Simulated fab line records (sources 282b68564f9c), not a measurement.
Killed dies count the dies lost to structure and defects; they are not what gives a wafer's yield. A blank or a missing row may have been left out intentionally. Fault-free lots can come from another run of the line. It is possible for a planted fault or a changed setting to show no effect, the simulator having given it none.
Struck lot and sound lot, side by side / flow rit-cmos / 3 out of 202 route steps
Sound: wafers L347.1, L347.4, L347.6. Wafers struck: L346.2, L346.3, L346.6. The cause is named last.
Each step with rows lists, per side, the tool, then ch with its chambers, then its first start. Under that, the readings that differ: sound wafers / struck wafers / difference of the means / sigmas: that difference in standard deviations of wafers without a fault.
alike: a reading whose means differ by less than 2 such deviations, as well as words and numbers matching on both sides. not compared: withheld readings; readings where some wafer has no value; bounds like >300 that might hide an equal value; numbers whose values overlap and for which the record gives no deviation.
Wherever a step has rows on one side only, a row that says differs or no value, or a row with sigmas, the two part there. Non-overlapping numbers with no deviation appear without sigmas and do not part them. Lack of a reading on every wafer of one side parts them only where that side has two or more wafers.

RIT_ACTIVE_BOW_MEAS_00:
  struck on film-metro-03, day 3 22:01; sound on film-metro-03, day 4 03:00
  alike: INCOMING_BOW
RIT_ACTIVE_OXIDATION_01: target thk 46.8 nm, ox time 3360 s.
  sound on furnace-04 ch 0, day 4 04:19; struck on furnace-03, day 3 22:07
  no value came back on the struck wafers for ox-temp-c (C), ox-temp-c-max, spike-tc-centre-C (C); on the sound wafers ox-temp-c (C) reads 995.8 994.7 995.1
then, 1 step without rows for these wafers: RIT_ACTIVE_CVD_03 (deposits Si3N4 from SiH2Cl2/NH3, target thk 150 nm, time 1500 s).

== WHERE THEY PART ==
At RIT_ACTIVE_OXIDATION_01 and nowhere else, as far as this record goes.

WHY: what had been put in by the simulator
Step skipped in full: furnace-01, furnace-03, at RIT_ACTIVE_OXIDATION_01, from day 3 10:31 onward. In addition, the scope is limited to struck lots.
